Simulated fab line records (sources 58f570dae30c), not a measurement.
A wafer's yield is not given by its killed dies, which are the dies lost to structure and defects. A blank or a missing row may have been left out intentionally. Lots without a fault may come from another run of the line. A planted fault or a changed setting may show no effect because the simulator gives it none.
A lot that was struck, set against a sound lot    flow berkeley-cmos170    17 steps out of a route of 331
Sound: these wafers, L252.2, L252.3, L252.6. Struck: wafers L259.2, L259.5, L259.6. At the end, the cause is stated.
For every step that has rows: the tool of each side, followed by ch and its chambers, followed by its first start. Under that, the readings that differ: sound wafers    struck wafers    difference of the means    sigmas: that difference in standard deviations of wafers without a fault.
alike: readings with means less than 2 such deviations apart, plus words and numbers identical on both sides. not compared: withheld readings, readings lacking a value on some wafer, bounds such as >300 that could conceal the same value, and numbers that have no deviation in the record and whose values overlap.
A row with sigmas, a row that says differs or no value, or rows on one side alone: a step with any of these is where the two part. Numbers that have no deviation but don't overlap get no sigmas and don't part them. A reading that every wafer of one side lacks parts them only if that side has two wafers or more.

UCB170_M1_SPUTTER_00: material Al, target thk 600 nm, time 80 s.
  sound on pvd-sputter-01, day 8 02:07; struck on pvd-sputter-03, day 9 22:13
  alike: cathode-dc-power-W, throttle-valve-pct
UCB170_M1_RS_MEAS_01: uses a four-point probe to measure.
  sound on film-metro-03, day 8 02:11; struck on film-metro-03, day 9 22:17
  alike: M1_AL_RS
UCB170_M1_THK_MEAS_02: measures by xrf.
  sound on film-metro-03, day 8 02:18; struck on film-metro-03, day 9 22:24
  alike: M1_AL_THK
then, 6 steps without rows for these wafers: UCB170_M1_COAT_03; UCB170_M1_COAT_04 (resist thk 900 nm); UCB170_M1_SOFTBAKE_05 (time 60 s); UCB170_M1_EXPOSE_06 (exposes mask METAL1, target cd 700 nm); UCB170_M1_PEB_07; UCB170_M1_DEVELOP_08 (develop time 45 s).
UCB170_M1_CD_MEAS_09: target cd 700 nm.
  sound on cd-sem-01, day 8 03:49; struck on cd-sem-01, day 9 23:33
  alike: cd-nm
UCB170_M1_OVL_MEAS_10:
  sound on overlay-02, day 8 03:56; struck on overlay-01, day 9 23:39
  alike: M1_OVL
UCB170_M1_ETCH_11: etches BARC in N2/H2.
  sound on rie-diel-02 ch 1,2, day 8 03:58; struck on rie-diel-04 ch 2,3, day 9 23:41
  alike: drypump-motor-current-A, oes-product-au, throttle-valve-pct
UCB170_M1_METAL_ETCH_12: etches Al in Cl2/BCl3, stops on PSG, target depth 780 nm, time 130 s.
  sound on rie-metal-03 ch 0,1, day 8 04:00; struck on rie-metal-03 ch 0,1, day 9 23:43
reading                              sound              struck             difference  sigmas
oes-product-au (a.u.)                0.841 0.865 0.858  1.020 1.024 0.977  +0.152      +12
run-length-s (s)                     158.3 159.2 158.6  131.2 131.4 131.3  -27.4       -34
model.KrF_of_M1_COAT_04.thk-nm (nm)  448.5 434.1 436.6  523 522.9 537.8    +88         
model.M1.cd-nm (nm)                  701.1 701.8 700.7  709.3 707.5 706.4  +6.5        
  alike: drypump-motor-current-A, throttle-valve-pct
  not compared: rf-hours-counter-h
UCB170_M1_STRIP_13: strips in O2.
  sound on plasma-asher-02 ch 0,1, day 8 04:08; struck on plasma-asher-01 ch 0,1, day 9 23:52
  alike: drypump-motor-current-A, o2-flow-sccm, oes-product-au
  not compared: rf-hours-counter-h
UCB170_M1_CD_MEAS_90: target cd 700 nm.
  sound on cd-sem-02, day 8 04:15; struck on cd-sem-02, day 9 23:59
reading     sound              struck             difference  sigmas
cd-nm (nm)  701.1 701.7 700.4  709.1 707.4 706.8  +6.7        +3
then, 1 step without rows for these wafers: UCB170_M1_ANNEAL_14 (time 1200 s).
UCB170_M3_PROBE_99:
  sound on prober-01, day 8 21:40; struck on prober-01, day 10 20:15
reading                                    sound                        struck                          difference  sigmas
model.etest.ring.over-limit                0 0 0                        1 1 1                           +1          
model.etest.m1-comb-over-steps.over-limit  0 0 0                        1 1 1                           +1          
model.etest.antenna-m1.vt-shift-v (V)      -0.00549 -0.007116 -0.01061  -0.003999 -0.0002383 0.0002562  +0.006412   
  not compared: model.etest.m1.width-nm

WHERE THEY PART
At UCB170_M1_METAL_ETCH_12 first; at UCB170_M1_CD_MEAS_90 last (within this record only).

WHY: what the simulator had put in
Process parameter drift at UCB170_M1_METAL_ETCH_12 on rie-metal-03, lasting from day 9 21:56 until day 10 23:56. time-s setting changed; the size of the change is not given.
